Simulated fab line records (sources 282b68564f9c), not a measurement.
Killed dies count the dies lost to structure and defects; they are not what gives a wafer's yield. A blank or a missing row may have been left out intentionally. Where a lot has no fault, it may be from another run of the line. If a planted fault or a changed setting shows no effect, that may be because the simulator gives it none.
What tool caused it? + flow rit cmos + 42 wafers from 14 lots sampled at 3 of the route's 202 steps

== WHAT THE GAUGES SHOWED, per wafer ==
RIT_M1_RS_MEAS_01: uses a four-point probe to measure.
| lot  | measured    | on            | M1_AL_RS (ohm/sq)                         |
|------|-------------|---------------|-------------------------------------------|
| L809 | day 3 05:40 | film metro-03 | 0.0736 0.0720 0.0736                      |
| L810 | day 3 11:54 | film metro-04 | 0.0739 0.0744 0.0730                      |
| L811 | day 3 19:31 | film metro-04 | 0.0716 0.0729 0.0730                      |
| L813 | day 4 02:05 | film metro-04 | 0.0721 0.0733 0.0715                      |
| L814 | day 4 07:00 | film metro-03 | 0.0735 0.0721 0.0723                      |
| L818 | day 5 03:38 | film metro-03 | 0.0714 0.0736 0.0731                      |
| L819 | day 5 08:01 | film metro-03 | 0.0747 0.0745 0.0739                      |
| L820 | day 5 13:57 | film metro-02 | 0.0736 0.0721 0.0745                      |
| L821 | day 5 21:49 | film metro-02 | 0.0723 0.0725 0.0727                      |
| L823 | day 6 06:29 | film metro-02 | 0.0777 0.0796 0.0791 0.0779 0.0796 0.0790 |
| L825 | day 6 19:01 | film metro-02 | 0.0774 0.0786 0.0783 0.0775 0.0788 0.0783 |
| L829 | day 7 14:19 | film metro-04 | 0.0739 0.0738 0.0747                      |
| L830 | day 7 16:56 | film metro-04 | 0.0747 0.0721 0.0731                      |
| L832 | day 8 02:19 | film metro-04 | 0.0723 0.0732 0.0761                      |

RIT_M1_THK_MEAS_02: measures by xrf.
| lot  | measured    | on            | M1_AL_THK (nm)          |
|------|-------------|---------------|-------------------------|
| L809 | day 3 05:47 | film metro-03 | 401 415 402             |
| L810 | day 3 12:01 | film metro-04 | 407 405 412             |
| L811 | day 3 19:38 | film metro-04 | 421 411 413             |
| L813 | day 4 02:11 | film metro-04 | 417 409 420             |
| L814 | day 4 07:07 | film metro-03 | 405 412 409             |
| L818 | day 5 03:46 | film metro-03 | 419 405 411             |
| L819 | day 5 08:08 | film metro-03 | 400 403 404             |
| L820 | day 5 14:04 | film metro-02 | 402 410 399             |
| L821 | day 5 21:56 | film metro-02 | 410 410 408             |
| L823 | day 6 19:17 | film metro-02 | 383 375 378 384 375 377 |
| L825 | day 6 22:02 | film metro-02 | 384 380 381 386 381 382 |
| L829 | day 7 14:26 | film metro-04 | 405 408 400             |
| L830 | day 7 17:01 | film metro-04 | 401 417 412             |
| L832 | day 8 02:26 | film metro-04 | 414 411 396             |

== WHICH TOOL RAN EACH LOT (tool, then ch and the chambers of the sampled wafers, then the start) ==
| lot  | RIT_M1_SPUTTER_00           |
|------|-----------------------------|
| L809 | pvd sputter-02, day 3 05:22 |
| L810 | pvd sputter-04, day 3 11:35 |
| L811 | pvd sputter-02, day 3 19:13 |
| L813 | pvd sputter-03, day 4 01:46 |
| L814 | pvd sputter-02, day 4 06:43 |
| L818 | pvd sputter-02, day 5 03:20 |
| L819 | pvd sputter-03, day 5 07:44 |
| L820 | pvd sputter-02, day 5 13:40 |
| L821 | pvd sputter-03, day 5 21:31 |
| L823 | pvd sputter-03, day 6 06:10 |
| L825 | pvd sputter-03, day 6 18:43 |
| L829 | pvd sputter-04, day 7 14:01 |
| L830 | pvd sputter-02, day 7 16:34 |
| L832 | pvd sputter-02, day 8 02:02 |
- RIT_M1_SPUTTER_00: material Al, target thk 400 nm, time 500 s.

== AS READ BY THE TOOLS THEMSELVES (means over the sampled wafers that have a number; for cases with no such wafer, the mark the record gives instead) ==
RIT_M1_SPUTTER_00.
| lot  | tool           | throttle valve pct (%) |
|------|----------------|------------------------|
| L809 | pvd sputter-02 | 31.2                   |
| L810 | pvd sputter-04 | 29.3                   |
| L811 | pvd sputter-02 | 30.0                   |
| L813 | pvd sputter-03 | 30.2                   |
| L814 | pvd sputter-02 | 29.9                   |
| L818 | pvd sputter-02 | 30.7                   |
| L819 | pvd sputter-03 | 30.8                   |
| L820 | pvd sputter-02 | 30.7                   |
| L821 | pvd sputter-03 | 29.6                   |
| L823 | pvd sputter-03 | 29.9                   |
| L825 | pvd sputter-03 | 31.4                   |
| L829 | pvd sputter-04 | 29.9                   |
| L830 | pvd sputter-02 | 30.7                   |
| L832 | pvd sputter-02 | 30.5                   |

== THE ANSWER, worked out from the rows above alone ==
Rule: usual is defined by the lots themselves. Put in order of their means at a reading, lots are off if they are a third of the lots or fewer, leave a main group of 4 or more, and stand apart from it by a gap of 3 or more times the standard deviation of the main group's means; of several such gaps the widest counts. The tables above print the reading to a certain number of digits; a main group whose means all agree to those digits is not used. Also off: a lot with no number at a reading for which 4 or more lots have one. All remaining lots with rows at the step are treated as sound. The gauges are gone through in route order, then the tools' own readings, and for those a lot's mean is taken as printed above. The first step at which some lot is off is used, and at that step the reading that is off furthest; a lot without a number counts as furthest.
Off: L823, L825, at RIT_M1_RS_MEAS_01 (M1_AL_RS). Mean 0.0732 ohm/sq and standard deviation 0.00067 in the main group.
If a tool, at a process step before that reading, ran all the lots that are off and no sound lot after the first of them, it fits. Those tools and the gauges at RIT_M1_RS_MEAS_01 are tried in the same way. Can't be told from this: 2 tools fit, pvd sputter-03 at RIT_M1_SPUTTER_00, film metro-02 at RIT_M1_RS_MEAS_01.

== WHAT THE SIMULATOR HAD INSERTED ==
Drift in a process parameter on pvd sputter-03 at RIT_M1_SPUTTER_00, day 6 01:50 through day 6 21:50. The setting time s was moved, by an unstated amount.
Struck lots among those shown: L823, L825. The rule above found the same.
